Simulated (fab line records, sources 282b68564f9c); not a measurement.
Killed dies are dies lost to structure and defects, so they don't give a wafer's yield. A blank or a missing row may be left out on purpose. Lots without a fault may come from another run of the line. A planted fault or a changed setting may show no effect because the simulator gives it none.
Split-lot experiment | flow rit_cmos | 5 lots, 23 wafers read, on a route of 202 steps

THE SPLIT
At RIT_NRETRO_COAT_01 (resist thk 1300 nm), the setting spin_rpm was moved away from the recipe's 2000 rpm on 8 of the 23 wafers read, by -3.0% to +6.4%. The other wafers ran this setting at the recipe's value.

FROM THE SPLIT TO THE READING: what the file shows between them, 1 step
- RIT_NRETRO_DEVELOP_05: develop time 68 s (also split here: develop_time_s)

THE READING
NOVOLAK_of_NRETRO_COAT_01.thk_nm (the simulator's own value, which no gauge read), in nm, at RIT_NRETRO_HARDBAKE_07 (time 120 s). The file gives no usual value for it. The 15 wafers here that ran the recipe average 1138 nm, standard deviation 4.3 nm.

wafer  | tool, chamber at the split | spin_rpm as run, rpm | against the recipe | NOVOLAK_of_NRETRO_COAT_01.thk_nm, nm | against lot-mates on the recipe
L074.1 | litho_track-04, 0          | 2000                 | recipe             | 1139                                 | -
L074.2 | litho_track-04, 0          | 2000                 | recipe             | 1143                                 | -
L074.6 | litho_track-04, 0          | 2000                 | recipe             | 1143                                 | -
L074.4 | litho_track-04, 0          | 2000                 | recipe             | 1145                                 | -
L074.5 | litho_track-04, 0          | 2000                 | recipe             | 1141                                 | -
L076.1 | litho_track-02, 0          | 1946                 | -2.7%              | 1149                                 | +17
L076.2 | litho_track-02, 0          | 2000                 | recipe             | 1130                                 | -
L076.3 | litho_track-02, 0          | 2000                 | recipe             | 1133                                 | -
L076.6 | litho_track-02, 0          | 2000                 | recipe             | 1133                                 | -
L076.4 | litho_track-02, 0          | 1946                 | -2.7%              | 1145                                 | +13
L079.1 | litho_track-04, 0          | 2000                 | recipe             | 1135                                 | -
L079.2 | litho_track-04, 0          | 2000                 | recipe             | 1136                                 | -
L079.3 | litho_track-04, 0          | 2000                 | recipe             | 1136                                 | -
L084.1 | litho_track-01, 0          | 1939                 | -3.0%              | 1158                                 | +17
L084.2 | litho_track-01, 0          | 1939                 | -3.0%              | 1157                                 | +16
L084.3 | litho_track-01, 0          | 1939                 | -3.0%              | 1160                                 | +19
L084.4 | litho_track-01, 0          | 2000                 | recipe             | 1144                                 | -
L084.6 | litho_track-01, 0          | 2000                 | recipe             | 1138                                 | -
L085.2 | litho_track-01, 0          | 2128                 | +6.4%              | 1103                                 | -34
L085.3 | litho_track-01, 0          | 2128                 | +6.4%              | 1104                                 | -34
L085.4 | litho_track-01, 0          | 2128                 | +6.4%              | 1101                                 | -36
L085.5 | litho_track-01, 0          | 2000                 | recipe             | 1137                                 | -
L085.6 | litho_track-01, 0          | 2000                 | recipe             | 1138                                 | -

THE FIT
A straight line over all 23 wafers: NOVOLAK_of_NRETRO_COAT_01.thk_nm changes by -5.52 nm for each +1% of spin_rpm; r = -0.96; the points scatter about the line by 4.4 nm.
The same after taking each lot's own level away (the mean of its wafers on the recipe; 23 wafers): -5.5 nm for each +1%; r = -0.99; scatter 1.7 nm.
On that fit, the largest move of spin_rpm shifts the reading by 35 nm.
The lots' own levels span 1132.0 to 1142.2 nm, that is 2.4 times the standard deviation above.
So the lot-to-lot level changes the slope little: the two slopes agree.
Check: with one of the wafers moved furthest among these (+6.4%) left out of the fit, the line predicts -35.3 nm for it against its lot-mates. It came out at -34.5 nm against them.

OTHER SPLITS ON THESE WAFERS
These wafers also went through other splits before the reading. Each is held against what the fit with the lots' levels taken away leaves over:
other split on the same wafers       | wafers away from the commonest value | r with NOVOLAK_of_NRETRO_COAT_01.thk_nm (lot level and that fit taken away)
RIT_ACTIVE_OXIDATION_01 ox_time_s    | 10                                   | -0.01
RIT_FOX2_OXIDATION_00 temp_c         | 18                                   | +0.06
RIT_NWELL_IMPLANT_08 energy_kev      | 4                                    | -0.15
RIT_NRETRO_DEVELOP_05 develop_time_s | 10                                   | -0.03

THE WHOLE CHAIN: every reading that the file lists as answering this split, in the file's order
step                   | what it does       | reading                                                                           | change (the file's fit)              | r (the file's)
RIT_NRETRO_COAT_01     | resist thk 1300 nm | NOVOLAK_of_NRETRO_COAT_01.thk_nm (the simulator's own value, which no gauge read) | -6.43 nm for each +1% of the setting | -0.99
RIT_NRETRO_HARDBAKE_07 | time 120 s         | NOVOLAK_of_NRETRO_COAT_01.thk_nm (the simulator's own value, which no gauge read) | -5.54 nm for each +1% of the setting | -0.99

THE FILE'S OWN FIT
NOVOLAK_of_NRETRO_COAT_01.thk_nm changes by -5.54 nm for each +1% of spin_rpm, r = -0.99.
